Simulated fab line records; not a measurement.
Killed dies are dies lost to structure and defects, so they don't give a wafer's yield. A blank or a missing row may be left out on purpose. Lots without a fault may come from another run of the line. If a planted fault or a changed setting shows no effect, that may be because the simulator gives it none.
fab line records    flow rit-cmos
record: lots: 14  wafers: 42  last-day: 7
route steps=202 shown ACTIVE@14 GATE@84 NLDD@112 SILICIDE@165
lots that met no fault: from a run of the same line without faults
start-h: hours from the record's opening day to when the first of the lot's shown wafers began    wait-h: hours elapsed since this lot's preceding step    " as in the row above    L1.1+2: a row that stands for several wafers    - either no value or no given start    * or withheld: withheld    < > ~ a bound
route shown NAME@n: names a module that has steps shown in the file, with the first one's number in the route    usual: mean/standard deviation taken from wafers without a fault    same: alike in all rows    chamber/n: place in a boat    sites: each site's reading    _std_site: standard deviation of those values    _edge_site: outer sites' mean less inner sites'    radius-mm: for every site, how far away it sits from the centre of the wafer    mask NAME#n: copy n    behind: the tool/chamber that last shaped the wafer    hold: why the lot went on hold/how many hours it stayed there/how the hold came to an end    device: the n, p or np transistor that did not switch    end of line: at the end of the route, the tests of the same wafers    a step given without rows: its recipe and nothing more    killed: dies lost to structure and defects at the first sort, not the wafer's yield    map: per-die view of a wafer (x killed, . not killed, _ where there is no die)
set.NAME: setting as actually run; set.NAME@STEP: the setting as run at that earlier step    model.NAME: the simulator's own value behind a step, which no gauge read
route steps across a sampled set of lots; one table per step, one row per wafer
services: when a tool's chamber went out of use (start-h, in hours from the record's first day, below 0 if earlier), for how many hours, and the reason
== steps ==
step: RIT_ACTIVE_ETCH_13
recipe: stop-on: SiO2  chemistry: SF6  target: Si3N4  time-s: 210  over-etch-frac: 0.4  SF6_flow_sccm: 200  pressure-mtorr: 260  rf-w: 125  target-depth-a: 2100
usual: chamber-pressure-mTorr: 260.02/0.25  drypump-motor-current-A: 5.7/0.38  oes-product-au: 0.823/0.012  throttle-valve-pct: 7.49/0.12
lot.wafer  tool         chamber  start-h  wait-h  chamber-pressure-mTorr  drypump-motor-current-A  oes-product-au  rf-hours-counter-h  throttle-valve-pct
L333.1     rie-diel-02  1        19.83    0.1     259.99                  6.3                      0.836           160                 7.49
L333.2     "            3        "        "       260.40                  6.2                      0.816           3                   7.51
L333.6     "            2        "        "       259.75                  5.4                      0.819           -                   7.36
L334.2     rie-diel-01  1        24.83    0.1     259.59                  5.7                      0.815           102                 7.64
L334.3     "            3        "        "       259.92                  5.5                      0.829           1                   7.52
L334.4     "            3        "        "       259.67                  5.5                      0.838           -                   7.52
L335.1     rie-diel-01  2        29.83    0.1     260.19                  5.4                      0.818           8                   7.56
L335.3     "            0        "        "       259.76                  4.9                      0.818           152                 7.50
L335.6     "            1        "        "       260.11                  5.6                      0.817           -                   7.66
L337.1     rie-diel-04  0        39.71    0.1     260.07                  5.8                      0.816           149                 7.28
L337.3     "            2        "        "       259.56                  5.4                      0.822           43                  7.35
L337.5     "            0        "        "       260.17                  5.8                      0.825           -                   7.29
L338.4     rie-diel-01  3        44.71    0.1     260.19                  5.5                      0.829           1                   7.52
L338.5     "            1        "        "       260.25                  5.6                      0.817           -                   7.66
L338.6     "            2        "        "       260.18                  5.4                      0.825           -                   7.58
L339.3     rie-diel-02  1        49.86    0.1     260.18                  6.3                      0.851           160                 7.49
L339.5     "            1        "        "       260.38                  6.3                      0.845           -                   7.50
L339.6     "            0        "        "       259.65                  6.0                      0.836           -                   7.70
L340.1     rie-diel-02  3        54.85    0.1     260.44                  6.2                      0.807           4                   7.52
L340.2     "            1        "        "       260.03                  6.3                      0.847           160                 7.50
L340.6     "            0        "        "       260.01                  6.0                      0.835           -                   7.68
L341.1     rie-diel-02  3        61.83    0.1     260.13                  6.2                      0.819           4                   7.54
L341.4     "            1        "        "       260.44                  6.2                      0.849           160                 7.50
L341.5     "            1        "        "       260.17                  6.2                      0.848           -                   7.48
L342.1     rie-diel-04  2        64.84    0.1     259.96                  5.4                      0.830           43                  7.33
L342.4     "            1        "        "       259.43                  6.0                      0.800           4                   7.37
L342.6     "            1        "        "       260.12                  6.0                      0.797           -                   7.38
L343.1     rie-diel-04  2        72.32    0.1     259.85                  5.4                      0.835           43                  7.35
L343.3     "            1        "        "       260.06                  6.0                      0.817           4                   7.38
L343.5     "            2        "        "       260.38                  5.4                      0.836           -                   7.32
L345.3     rie-diel-04  3        81.23    0.1     260.50                  5.3                      0.833           3                   7.61
L345.4     "            1        "        "       260.07                  6.0                      0.813           -                   7.37
L345.5     "            2        "        "       259.92                  5.4                      0.820           -                   7.33
L347.1     rie-diel-01  3        90.07    0.1     259.74                  5.5                      0.842           2                   7.50
L347.5     "            3        "        "       259.70                  5.5                      0.830           -                   7.51
L347.6     "            0        "        "       260.23                  4.9                      0.823           -                   7.51
L351.3     rie-diel-01  1        111.66   0.1     260.21                  5.6                      0.813           104                 7.65
L351.4     "            2        "        "       259.92                  5.5                      0.815           9                   7.56
L351.5     "            0        "        "       260.01                  4.9                      0.825           -                   7.49
L352.1     rie-diel-04  2        114.75   0.1     259.96                  5.4                      0.825           44                  7.34
L352.2     "            0        "        "       260.38                  5.8                      0.817           150                 7.29
L352.5     "            3        "        "       259.89                  5.3                      0.833           -                   7.60
step: RIT_GATE_CVD_08
recipe: material: poly-Si  target-thk-nm: 250  temp-c: 610  precursor: SiH4  time-s: 2220  pressure-mtorr: 300  sih4-flow-sccm: 100
usual: pressure-mtorr: 300.1/0.68  zone-power-source-pct: 11.1/0.95
lot.wafer  tool      chamber  start-h  wait-h  pressure-mtorr  zone-power-source-pct
L333.1     lpcvd-02  0        38.81    0.1     301.7           10.3
L333.2     "         0        "        "       300.0           10.3
L333.6     "         0        "        "       299.9           10.1
L334.2     lpcvd-01  0        43.63    0.0     298.6           11.4
L334.3     "         0        "        "       299.8           11.2
L334.4     "         0        "        "       299.2           11.3
L335.1     lpcvd-02  0        49.12    0.1     299.5           10.2
L335.3     "         0        "        "       299.9           10.2
L335.6     "         0        "        "       300.3           10.1
L337.1     lpcvd-02  0        62.49    0.1     299.3           10.3
L337.3     "         0        "        "       298.9           10.0
L337.5     "         0        "        "       299.8           10.3
L338.4     lpcvd-01  0        70.17    0.4     299.7           11.2
L338.5     "         0        "        "       299.5           11.3
L338.6     "         0        "        "       300.2           11.3
L339.3     lpcvd-01  1        73.05    0.0     300.1           10.3
L339.5     "         1        "        "       299.7           10.5
L339.6     "         1        "        "       299.9           10.4
L340.1     lpcvd-01  0        83.62    0.1     299.8           11.5
L340.2     "         0        "        "       299.8           11.3
L340.6     "         0        "        "       300.3           11.5
L341.1     lpcvd-02  0        87.80    0.1     300.2           10.3
L341.4     "         0        "        "       300.6           10.2
L341.5     "         0        "        "       300.1           10.3
L342.1     lpcvd-02  0        87.80    0.1     301.0           10.3
L342.4     "         0        "        "       300.6           10.2
L342.6     "         0        "        "       300.4           10.3
L343.1     lpcvd-01  0        95.32    0.1     299.5           11.5
L343.3     "         0        "        "       298.9           11.6
L343.5     "         0        "        "       299.1           11.3
L345.3     lpcvd-01  0        99.93    0.0     301.4           11.5
L345.4     "         0        "        "       300.5           11.4
L345.5     "         0        "        "       300.1           11.3
L347.1     lpcvd-01  0        110.07   0.1     300.8           11.3
L347.5     "         0        "        "       300.5           11.2
L347.6     "         0        "        "       299.9           11.3
L351.3     lpcvd-02  0        131.22   0.0     300.7           10.1
L351.4     "         0        "        "       299.6           10.2
L351.5     "         0        "        "       299.5           10.3
L352.1     lpcvd-02  0        133.87   0.1     300.8           10.3
L352.2     "         0        "        "       301.2           10.3
L352.5     "         0        "        "       300.8           10.3
step: RIT_GATE_THK_MEAS_09
recipe: reads: poly-Si_of_GATE_CVD_08
usual: GATE_POLY_THK: 250.5/2.8
lot.wafer  tool           chamber  start-h  wait-h  GATE_POLY_THK[nm]
L333.1     film-metro-01  -        40.43    0.0     252.5
L333.2     "              -        "        "       253.4
L333.6     "              -        "        "       250.5
L334.2     film-metro-04  -        45.26    0.0     256.1
L334.3     "              -        "        "       256.3
L334.4     "              -        "        "       255.9
L335.1     film-metro-02  -        50.74    0.0     251.3
L335.3     "              -        "        "       248.7
L335.6     "              -        "        "       250.4
L337.1     film-metro-04  -        64.92    0.0     254.6
L337.3     "              -        "        "       258.2
L337.5     "              -        "        "       254.6
L338.4     film-metro-02  -        71.82    0.0     247.6
L338.5     "              -        "        "       245.4
L338.6     "              -        "        "       244.3
L339.3     film-metro-01  -        74.68    0.0     249.0
L339.5     "              -        "        "       248.0
L339.6     "              -        "        "       250.0
L340.1     film-metro-04  -        85.24    0.0     250.7
L340.2     "              -        "        "       252.5
L340.6     "              -        "        "       251.2
L341.1     film-metro-01  -        89.42    0.0     253.1
L341.4     "              -        "        "       251.2
L341.5     "              -        "        "       251.5
L342.1     film-metro-04  -        89.42    0.0     254.7
L342.4     "              -        "        "       253.8
L342.6     "              -        "        "       257.6
L343.1     film-metro-01  -        96.94    0.0     247.0
L343.3     "              -        "        "       246.3
L343.5     "              -        "        "       249.5
L345.3     film-metro-01  -        101.57   0.0     266.4
L345.4     "              -        "        "       267.0
L345.5     "              -        "        "       268.7
L347.1     film-metro-02  -        111.68   0.0     269.2
L347.5     "              -        "        "       270.0
L347.6     "              -        "        "       267.3
L351.3     film-metro-04  -        132.85   0.0     249.8
L351.4     "              -        "        "       251.5
L351.5     "              -        "        "       250.5
L352.1     film-metro-02  -        135.49   0.0     249.4
L352.2     "              -        "        "       250.4
L352.5     "              -        "        "       249.9
step: RIT_GATE_ETCH_19
recipe: chemistry: SF6/CHF3/O2  time-s: 165  SF6_flow_sccm: 30  CHF3_flow_sccm: 30  O2_flow_sccm: 5  target: poly-Si  pressure-mtorr: 40  rf-w: 160  target-depth-a: 3125  over-etch-frac: 0.25  stop-on: SiO2
usual: chamber-pressure-mTorr: 40.00/0.033  drypump-motor-current-A: 5.7/0.5  oes-product-au: 0.857/0.015  throttle-valve-pct: 10.23/0.12
lot.wafer  tool       chamber  start-h  wait-h  chamber-pressure-mTorr  drypump-motor-current-A  oes-product-au  rf-hours-counter-h  throttle-valve-pct
L333.1     rie-si-02  1        41.82    0.1     40.08                   6.0                      0.874           136                 10.28
L333.2     "          0        "        "       39.99                   5.7                      0.836           144                 10.28
L333.6     "          1        "        "       39.96                   6.0                      0.866           -                   10.28
L334.2     rie-si-01  3        46.62    0.1     40.01                   5.7                      0.868           128                 9.95
L334.3     "          0        "        "       40.04                   6.0                      0.874           8                   10.36
L334.4     "          1        "        "       40.04                   4.9                      0.865           137                 10.15
L335.1     rie-si-02  0        51.96    0.1     40.04                   5.7                      0.834           144                 10.28
L335.3     "          3        "        "       39.99                   5.6                      0.851           3                   10.35
L335.6     "          0        "        "       40.08                   5.7                      0.825           -                   10.28
L337.1     rie-si-02  1        66.26    0.1     40.01                   6.0                      0.875           137                 10.30
L337.3     "          3        "        "       39.97                   5.6                      0.873           3                   10.36
L337.5     "          1        "        "       40.03                   6.0                      0.864           -                   10.28
L338.4     rie-si-01  1        73.49    0.1     40.00                   4.8                      0.839           138                 10.15
L338.5     "          2        "        "       40.01                   6.3                      0.864           -                   10.24
L338.6     "          1        "        "       40.01                   4.8                      0.840           -                   10.16
L339.3     rie-si-02  0        76.00    0.1     39.95                   5.7                      0.831           145                 10.27
L339.5     "          2        "        "       39.99                   5.0                      0.846           -                   10.18
L339.6     "          3        "        "       40.01                   5.6                      0.849           -                   10.36
L340.1     rie-si-01  2        86.58    0.1     39.99                   6.3                      0.877           101                 10.24
L340.2     "          1        "        "       40.05                   4.9                      0.844           138                 10.15
L340.6     "          3        "        "       39.97                   5.8                      0.862           -                   9.95
L341.1     rie-si-02  2        90.64    0.1     39.98                   4.9                      0.874           1                   10.19
L341.4     "          3        "        "       39.97                   5.6                      0.858           4                   10.36
L341.5     "          0        "        "       40.00                   5.7                      0.835           -                   10.28
L342.1     rie-si-01  3        90.95    0.1     39.98                   5.8                      0.883           128                 9.94
L342.4     "          1        "        "       40.03                   4.8                      0.854           138                 10.15
L342.6     "          1        "        "       40.01                   4.8                      0.867           -                   10.13
L343.1     rie-si-02  0        98.27    0.1     39.97                   5.7                      0.822           145                 10.28
L343.3     "          1        "        "       40.04                   6.0                      0.863           137                 10.29
L343.5     "          3        "        "       39.99                   5.6                      0.856           -                   10.37
L345.3     rie-si-02  1        103.07   0.1     39.91                   6.0                      0.916           137                 10.27
L345.4     "          0        "        "       40.03                   5.7                      0.878           145                 10.29
L345.5     "          2        "        "       39.99                   4.9                      0.901           -                   10.19
L347.1     rie-si-02  3        113.02   0.1     39.99                   5.6                      0.904           4                   10.36
L347.5     "          0        "        "       39.99                   5.7                      0.879           -                   10.28
L347.6     "          1        "        "       39.97                   6.0                      0.909           -                   10.29
L351.3     rie-si-02  1        134.05   0.1     40.00                   6.0                      0.860           137                 10.29
L351.4     "          2        "        "       40.00                   4.9                      0.863           1                   10.17
L351.5     "          1        "        "       40.05                   6.0                      0.863           -                   10.29
L352.1     rie-si-01  0        136.87   0.1     40.03                   6.1                      0.858           9                   10.39
L352.2     "          1        "        "       40.02                   4.9                      0.845           138                 10.15
L352.5     "          0        "        "       39.97                   6.1                      0.856           -                   10.39
step: RIT_NLDD_STRIP_09
recipe: chemistry: O2  time-s: 180  resist: NOVOLAK  platen-temp-c: withheld  power-w: 500  pressure-mtorr: 4000  o2-flow-sccm: 4000
usual: chamber-pressure-mTorr: 4000/3.4  drypump-motor-current-A: 5.8/0.37
lot.wafer  tool             chamber  start-h  wait-h  chamber-pressure-mTorr  drypump-motor-current-A  rf-hours-counter-h
L333.1     plasma-asher-01  0        47.56    0.1     4005                    6.2                      39
L333.2     "                1        "        "       3999                    6.2                      39
L333.6     "                0        "        "       3995                    6.2                      -
L334.2     plasma-asher-04  0        51.31    0.1     4004                    5.5                      42
L334.3     "                1        "        "       4001                    5.4                      -
L334.4     "                0        "        "       4000                    5.5                      -
L335.1     plasma-asher-04  0        58.24    0.1     4003                    5.6                      42
L335.3     "                0        "        "       4001                    5.5                      -
L335.6     "                0        "        "       4002                    5.6                      -
L337.1     plasma-asher-04  1        73.03    0.1     4001                    5.4                      43
L337.3     "                1        "        "       4002                    5.4                      -
L337.5     "                0        "        "       4001                    5.5                      -
L338.4     plasma-asher-01  1        78.11    0.1     4000                    6.3                      -
L338.5     "                0        "        "       4001                    6.2                      -
L338.6     "                1        "        "       4004                    6.3                      -
L339.3     plasma-asher-01  1        81.33    0.1     4000                    6.2                      -
L339.5     "                1        "        "       4001                    6.2                      -
L339.6     "                0        "        "       3996                    6.2                      -
L340.1     plasma-asher-03  0        92.40    0.1     4002                    6.1                      44
L340.2     "                1        "        "       3997                    5.4                      44
L340.6     "                1        "        "       3998                    5.4                      -
L341.1     plasma-asher-04  0        95.58    0.1     4000                    5.6                      46
L341.4     "                0        "        "       4010                    5.6                      -
L341.5     "                1        "        "       4000                    5.4                      -
L342.1     plasma-asher-03  0        96.26    0.1     4000                    6.2                      45
L342.4     "                0        "        "       4003                    6.1                      -
L342.6     "                1        "        "       3999                    5.4                      -
L343.1     plasma-asher-04  1        103.08   0.1     4005                    5.4                      47
L343.3     "                0        "        "       4002                    5.5                      -
L343.5     "                1        "        "       3997                    5.4                      -
L345.3     plasma-asher-03  0        108.56   0.1     4007                    6.1                      -
L345.4     "                1        "        "       3996                    5.4                      -
L345.5     "                1        "        "       4000                    5.4                      -
L347.1     plasma-asher-03  0        117.82   0.1     4001                    6.1                      48
L347.5     "                0        "        "       3996                    6.1                      -
L347.6     "                1        "        "       4003                    5.4                      -
L351.3     plasma-asher-03  0        138.78   0.1     4002                    6.1                      -
L351.4     "                1        "        "       3996                    5.4                      -
L351.5     "                1        "        "       3997                    5.4                      -
L352.1     plasma-asher-03  0        141.45   0.1     3993                    6.1                      51
L352.2     "                1        "        "       4003                    5.4                      51
L352.5     "                1        "        "       4003                    5.4                      -
step: RIT_SILICIDE_RTA_04
recipe: temp-c: 650  time-s: 10  idle-temp-c: 25  ramp-up-s: 5  ramp-down-s: 5  cool-to-c: 25  ambient: N2
usual: wafer_temp_C_max: 652.6/1.1
lot.wafer  tool           chamber  start-h  wait-h  wafer_temp_C_max
L333.1     rtp-anneal-02  0        56.15    0.1     652.5
L333.2     "              0        "        "       652.5
L333.6     "              0        "        "       653.2
L334.2     rtp-anneal-01  0        59.70    0.1     652.1
L334.3     "              0        "        "       652.1
L334.4     "              0        "        "       652.0
L335.1     rtp-anneal-02  0        66.90    0.1     653.3
L335.3     "              0        "        "       653.9
L335.6     "              0        "        "       653.7
L337.1     rtp-anneal-02  0        81.77    0.1     654.9
L337.3     "              0        "        "       653.2
L337.5     "              0        "        "       653.9
L338.4     rtp-anneal-01  0        86.91    0.1     651.6
L338.5     "              0        "        "       651.6
L338.6     "              0        "        "       651.9
L339.3     rtp-anneal-02  0        90.04    0.1     653.8
L339.5     "              0        "        "       652.8
L339.6     "              0        "        "       653.1
L340.1     rtp-anneal-01  0        100.99   0.1     651.0
L340.2     "              0        "        "       651.2
L340.6     "              0        "        "       651.2
L341.1     rtp-anneal-02  0        103.86   0.1     653.5
L341.4     "              0        "        "       653.4
L341.5     "              0        "        "       653.7
L342.1     rtp-anneal-01  0        106.67   0.1     651.5
L342.4     "              0        "        "       651.7
L342.6     "              0        "        "       651.7
L343.1     rtp-anneal-02  0        111.66   0.1     652.7
L343.3     "              0        "        "       654.3
L343.5     "              0        "        "       653.3
L345.3     rtp-anneal-02  0        116.92   0.1     653.0
L345.4     "              0        "        "       652.9
L345.5     "              0        "        "       654.0
L347.1     rtp-anneal-02  0        126.19   0.1     652.8
L347.5     "              0        "        "       653.0
L347.6     "              0        "        "       653.5
L351.3     rtp-anneal-02  0        147.44   0.1     653.1
L351.4     "              0        "        "       652.5
L351.5     "              0        "        "       653.2
L352.1     rtp-anneal-01  0        150.08   0.1     650.9
L352.2     "              0        "        "       651.4
L352.5     "              0        "        "       651.9
== services ==
tool             chamber  start-h  hours  kind
plasma-asher-03  -        -3.12    2.0    repair
rie-si-01        1        4.20     15.4   repair
rie-si-01        -        12.33    0.4    repair
plasma-asher-04  -        17.23    0.7    repair
rie-diel-01      2        17.27    8.8    repair
rie-diel-04      3        36.94    7.7    repair
rie-si-01        1        37.26    6.0    repair
plasma-asher-04  -        45.41    3.7    repair
rie-diel-02      2        70.58    8.1    repair
rie-si-02        0        79.82    2.6    repair
rie-diel-04      0        80.98    5.6    repair
rie-diel-04      3        87.23    8.6    repair
plasma-asher-01  -        89.01    4.5    repair
rie-diel-04      -        97.12    0.2    repair
rie-diel-01      1        105.21   3.9    repair
rie-si-01        -        105.54   0.1    repair
plasma-asher-01  -        108.92   9.0    pm
plasma-asher-01  -        121.35   15.5   repair
rie-diel-02      1        123.64   10.8   repair
rie-diel-04      2        131.38   8.2    repair
rie-si-02        -        134.50   0.5    repair
rie-si-02        0        136.16   -      clean
plasma-asher-04  -        136.70   1.5    repair
rie-diel-01      -        148.14   1.6    repair
== key ==
first-sign: step: RIT_GATE_THK_MEAS_09  reading: GATE_POLY_THK  direction: up  sigmas: 6.4  usual: 250.5  struck: 268.1
effect: step: RIT_GATE_ETCH_19  reading: oes-product-au  direction: up  sigmas: 2.7  usual: 0.857  struck: 0.898
met-at RIT_GATE_CVD_08
struck-lots L345,L347
rows-end L345.3,L345.4,L345.5
tester-left-out L347
not-acting-at RIT_ACTIVE_ETCH_13,RIT_NLDD_STRIP_09,RIT_SILICIDE_RTA_04
onset-between 95.32 99.93
fault: kind: process-parameter-drift  tool: lpcvd-01  chamber: -  onset-h: 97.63  steps: RIT_GATE_CVD_08  channel: target-thk-nm  offset: 20  shape: step  end-h: 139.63  acts-in: these-recipes-only  stated: 250
tester-left-out: of these lots the tester's yield and bins aren't shown, on N5 and GAA mostly nor the transistor test; their killed dies are dies lost to structure and defects alone, not to doping, threshold or leakage, so they don't give the yield
rows-end: these wafers met a further fault down the route, and their rows from its step on are left out
